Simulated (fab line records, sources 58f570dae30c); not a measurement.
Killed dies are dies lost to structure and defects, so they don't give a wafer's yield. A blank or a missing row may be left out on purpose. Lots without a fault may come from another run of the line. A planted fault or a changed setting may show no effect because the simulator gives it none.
Which tool did it? | flow berkeley_cmos170 | 15 lots, 45 wafers sampled, at 4 steps of a route of 331

WHAT THE GAUGES READ, wafer by wafer
UCB170_M1_CD_MEAS_90: target cd 700 nm. Usual: cd_nm 700.9 nm, standard deviation 2.5.
lot  | measured     | on        | cd_nm (nm)        | flag
L121 | day 8 05:10  | cd_sem-02 | 698.4 699.0 699.1 |
L120 | day 8 06:34  | cd_sem-01 | 701.0 701.4 703.6 |
L124 | day 8 14:00  | cd_sem-01 | 697.0 698.7 701.4 |
L123 | day 8 15:05  | cd_sem-01 | 702.2 700.0 702.5 |
L122 | day 8 15:20  | cd_sem-01 | 701.7 700.3 701.6 |
L125 | day 9 21:37  | cd_sem-01 | 700.1 701.0 700.0 |
L129 | day 9 22:26  | cd_sem-01 | 697.5 699.9 699.7 |
L126 | day 9 23:26  | cd_sem-02 | 698.8 695.6 696.9 |
L131 | day 10 17:36 | cd_sem-02 | 700.2 699.0 699.7 |
L130 | day 11 00:15 | cd_sem-01 | 697.1 699.6 697.1 |
L139 | day 12 09:59 | cd_sem-01 | 703.3 696.7 702.8 |
L137 | day 12 10:57 | cd_sem-02 | 699.2 699.0 702.1 |
L140 | day 12 11:13 | cd_sem-01 | 698.4 703.5 700.0 |
L142 | day 13 03:04 | cd_sem-01 | 706.0 705.0 705.3 |
L143 | day 13 04:15 | cd_sem-01 | 700.6 701.3 698.7 |

UCB170_V1_THK_MEAS_01. Usual: V1_TEOS_THK 1999 nm, standard deviation 30.
lot  | measured     | on            | V1_TEOS_THK (nm) | flag
L121 | day 8 06:46  | film_metro-02 | 2020 2088 2034   |
L120 | day 8 09:26  | film_metro-02 | 1969 1952 1997   |
L124 | day 8 15:36  | film_metro-04 | 1994 2000 2029   |
L123 | day 8 16:56  | film_metro-03 | 1940 1957 1972   |
L122 | day 8 16:56  | film_metro-02 | 1988 2007 2027   |
L125 | day 9 23:12  | film_metro-04 | 2008 2058 2033   |
L129 | day 10 00:32 | film_metro-04 | 2000 2041 2033   |
L126 | day 10 01:53 | film_metro-02 | 1988 2033 2028   |
L131 | day 10 19:13 | film_metro-02 | 1995 2026 2056   |
L130 | day 11 01:51 | film_metro-04 | 2005 1960 2009   |
L139 | day 12 12:25 | film_metro-02 | 1986 1992 1992   |
L137 | day 12 13:45 | film_metro-03 | 1976 1994 1984   |
L140 | day 12 13:45 | film_metro-02 | 2020 1993 2032   |
L142 | day 13 05:37 | film_metro-02 | 1993 1998 2052   |
L143 | day 13 06:57 | film_metro-02 | 1997 2011 2035   |

WHICH TOOL RAN EACH LOT (tool, then ch and the chambers of the sampled wafers, then the start)
lot  | UCB170_CONTACT_STRIP_19              | UCB170_M1_DEVELOP_08
L121 | plasma_asher-04 ch 0,1, day 8 02:28  | litho_track-02 ch 0, day 8 04:00
L120 | plasma_asher-01 ch 0,1, day 8 04:26  | litho_track-02 ch 0, day 8 05:00
L124 | plasma_asher-03 ch 0,1, day 8 11:51  | litho_track-02 ch 0, day 8 13:00
L123 | plasma_asher-01 ch 0,1, day 8 12:55  | litho_track-02 ch 0, day 8 14:00
L122 | plasma_asher-04 ch 0,1, day 8 13:09  | litho_track-03 ch 0, day 8 14:00
L125 | plasma_asher-03 ch 0,1, day 9 19:41  | litho_track-02 ch 0, day 9 21:00
L129 | plasma_asher-01 ch 0,1, day 9 20:12  | litho_track-03 ch 0, day 9 21:00
L126 | plasma_asher-04 ch 0,1, day 9 21:29  | litho_track-03 ch 0, day 9 22:00
L131 | plasma_asher-03 ch 0,1, day 10 12:08 | litho_track-02 ch 0, day 10 16:00
L130 | plasma_asher-04 ch 0,1, day 10 20:25 | litho_track-02 ch 0, day 10 23:00
L139 | plasma_asher-01 ch 0,1, day 12 07:38 | litho_track-02 ch 0, day 12 09:00
L137 | plasma_asher-04 ch 0,1, day 12 09:02 | litho_track-02 ch 0, day 12 10:00
L140 | plasma_asher-03 ch 0,1, day 12 09:10 | litho_track-02 ch 0, day 12 10:00
L142 | plasma_asher-04 ch 0,1, day 13 01:01 | litho_track-03 ch 0, day 13 02:00
L143 | plasma_asher-03 ch 0,1, day 13 02:19 | litho_track-03 ch 0, day 13 03:00
- UCB170_CONTACT_STRIP_19: strips in O2.
- UCB170_M1_DEVELOP_08: develop time 45 s.

WHAT THE TOOLS THEMSELVES READ (means of the sampled wafers that have a number; where no wafer has one, the mark that the record gives instead)
UCB170_CONTACT_STRIP_19. Usual: drypump_motor_current_A 5.6 A, standard deviation 0.45; oes_product_au 0.726 a.u., standard deviation 0.0043.
lot  | tool            | drypump_motor_current_A (A) | oes_product_au (a.u.) | flag
L121 | plasma_asher-04 | 5.4                         | 0.728                 |
L120 | plasma_asher-01 | 6.1                         | 0.726                 |
L124 | plasma_asher-03 | 5.2                         | 0.725                 |
L123 | plasma_asher-01 | 6.0                         | 0.725                 |
L122 | plasma_asher-04 | 5.4                         | 0.727                 |
L125 | plasma_asher-03 | 5.5                         | 0.728                 |
L129 | plasma_asher-01 | 5.8                         | 0.725                 |
L126 | plasma_asher-04 | 5.4                         | 0.725                 |
L131 | plasma_asher-03 | 5.5                         | 0.729                 |
L130 | plasma_asher-04 | 5.6                         | 0.727                 |
L139 | plasma_asher-01 | 5.8                         | 0.725                 |
L137 | plasma_asher-04 | 5.4                         | 0.730                 |
L140 | plasma_asher-03 | 5.4                         | 0.725                 |
L142 | plasma_asher-04 | 5.4                         | 0.727                 |
L143 | plasma_asher-03 | 5.5                         | 0.725                 |

UCB170_M1_DEVELOP_08. Usual: developer_temp_C 20.99 C, standard deviation 0.11.
lot  | tool           | developer_temp_C (C) | flag
L121 | litho_track-02 | 20.92                |
L120 | litho_track-02 | 21.13                |
L124 | litho_track-02 | 20.87                |
L123 | litho_track-02 | 20.99                |
L122 | litho_track-03 | 20.95                |
L125 | litho_track-02 | 21.04                |
L129 | litho_track-03 | 21.09                |
L126 | litho_track-03 | 20.92                |
L131 | litho_track-02 | 20.87                |
L130 | litho_track-02 | 21.08                |
L139 | litho_track-02 | 18.93                | OFF
L137 | litho_track-02 | 18.92                | OFF
L140 | litho_track-02 | 18.81                | OFF
L142 | litho_track-03 | 21.04                |
L143 | litho_track-03 | 20.95                |

THE ANSWER, worked out from the rows above alone
Rule: a lot is off if the mean of its wafers that have a number lies more than 3 standard deviations from the usual mean. A lot without any number at a reading at which 4 lots or more have one is off too. The other lots that the step has rows for count as sound. The gauges are gone through in route order, then the tools' own readings, and for those a lot's mean is taken as printed above. The first step at which some lot is off is used, and at that step the reading that is off furthest; a lot without a number counts as furthest.
Off: L139, L137, L140, at UCB170_M1_DEVELOP_08 (developer_temp_C).
A tool fits if, at that step or a process step before it, it ran every lot that is off, and no sound lot after the first of them. One fits: litho_track-02 at UCB170_M1_DEVELOP_08. Its last sound lot is L130 (day 10 23:00), its first lot that is off L139 (day 12 09:00): a fault that began between those two fits.
The tool's own readings at UCB170_M1_DEVELOP_08 bear it out: on the lots that are off they differ by more than 5 times the standard deviation of the sound lots' means. developer_temp_C reads 18.89 C there against 20.99 C on the sound lots.

WHAT THE SIMULATOR HAD PUT IN
Process parameter drift: litho_track-02, from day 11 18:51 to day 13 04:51, at UCB170_M1_DEVELOP_08. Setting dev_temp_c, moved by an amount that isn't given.
Lots struck among those shown: L139, L137, L140. The rule above found the same.
